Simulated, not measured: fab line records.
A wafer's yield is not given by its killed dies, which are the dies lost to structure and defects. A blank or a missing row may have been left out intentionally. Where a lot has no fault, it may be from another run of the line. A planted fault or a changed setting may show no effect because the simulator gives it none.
A struck lot beside a sound one || flow rit-cmos || 15 steps out of a route of 202
Sound: wafers L708.2, L708.3, L708.6. Struck: wafers L718.2, L718.3, L718.4. The cause is given at the end.
Per side, at each step with rows, come the tool, then ch with its chambers, and then its first start. Under that, the readings that differ: sound wafers || struck wafers || difference of the means || sigmas: that difference in standard deviations of wafers without a fault.
alike: words and numbers the same on both sides, and readings whose means are apart by under 2 such deviations; not compared: readings that were withheld, readings missing a value for some wafer, numbers with overlapping values and no deviation given by the record, and bounds like >300 which may hide the same value.
The two part at a step that has a row with sigmas, a row that says differs or no value, or rows on one side only. Non-overlapping numbers with no deviation appear without sigmas and do not part them. Lack of a reading on every wafer of one side parts them only where that side has two or more wafers.

RIT_GATE_THK_MEAS_07:
  sound on film-metro-01 at day 3 16:29; struck on film-metro-01 at day 6 00:38
  alike: GATE_OXIDE_THK
then, 1 step without rows for these wafers: RIT_GATE_CVD_08 (deposits poly-Si from SiH4, target thk 250 nm, time 2220 s).
RIT_GATE_THK_MEAS_09:
  sound on film-metro-04 at day 3 19:02; struck on film-metro-01 at day 6 03:28
  alike: GATE_POLY_THK
then, 6 steps without rows for these wafers: RIT_GATE_HMDS_10 (prime time 60 s); RIT_GATE_COAT_11 (resist thk 850 nm); RIT_GATE_SOFTBAKE_12 (time 60 s); RIT_GATE_EXPOSE_13 (exposes mask M6, target cd 150 nm); RIT_GATE_PEB_14; RIT_GATE_DEVELOP_15 (develop time 50 s).
RIT_GATE_CD_MEAS_16: target cd 150 nm.
  sound on cd-sem-02 at day 3 20:05; struck on cd-sem-01 at day 6 04:34
  alike: cd-nm
RIT_GATE_OVL_MEAS_17:
  sound on overlay-01 at day 3 20:11; struck on overlay-01 at day 6 04:41
  alike: GATE_OVL
then, 1 step without rows for these wafers: RIT_GATE_HARDBAKE_18 (time 60 s).
RIT_GATE_ETCH_19: etches poly-Si in SF6/CHF3/O2, stops on SiO2, time 165 s, target depth 312.5 nm.
  sound on rie-si-02 ch 0,1,3, day 3 20:22; struck on rie-si-02 ch 1,2,3, day 6 04:52
{"reading": "rf-fwd-power-W (W)", "sound": "159.4 158.8 159.7", "struck": "133.5 134.1 133.4", "difference": -25.6, "sigmas": -48}
{"reading": "model.NOVOLAK_of_GATE_COAT_11.thk-nm (nm)", "sound": "666.6 668.8 666.2", "struck": "676.6 678.5 677.9", "difference": "+10.5", "sigmas": ""}
  alike: drypump-motor-current-A, oes-product-au, throttle-valve-pct
  not compared: rf-hours-counter-h
RIT_GATE_STRIP_20: strips in O2, time 180 s.
  sound on plasma-asher-03 ch 0,1, day 3 20:29; struck on plasma-asher-03 ch 0,1, day 6 04:58
  alike: drypump-motor-current-A
  not compared: rf-hours-counter-h
RIT_M1_PROBE_99:
  sound on prober-02 at day 4 17:58; struck on prober-02 at day 7 00:41
{"reading": "killed-at-front-end", "sound": "6 6 4", "struck": "7 11 139", "difference": "+47", "sigmas": "+16"}
{"reading": "killed-dies", "sound": "6 6 4", "struck": "7 11 139", "difference": "+47", "sigmas": "+16"}
{"reading": "killed-on-rim", "sound": "1 2 1", "struck": "5 2 55", "difference": "+19", "sigmas": "+16"}
  alike: killed-at-contacts, killed-open, killed-short

## WHERE THEY PART
Last at RIT_M1_PROBE_99 as far as this record goes, first at RIT_GATE_ETCH_19.

WHY: the cause the simulator had injected
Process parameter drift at RIT_GATE_ETCH_19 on rie-si-02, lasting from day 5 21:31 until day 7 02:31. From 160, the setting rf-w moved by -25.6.
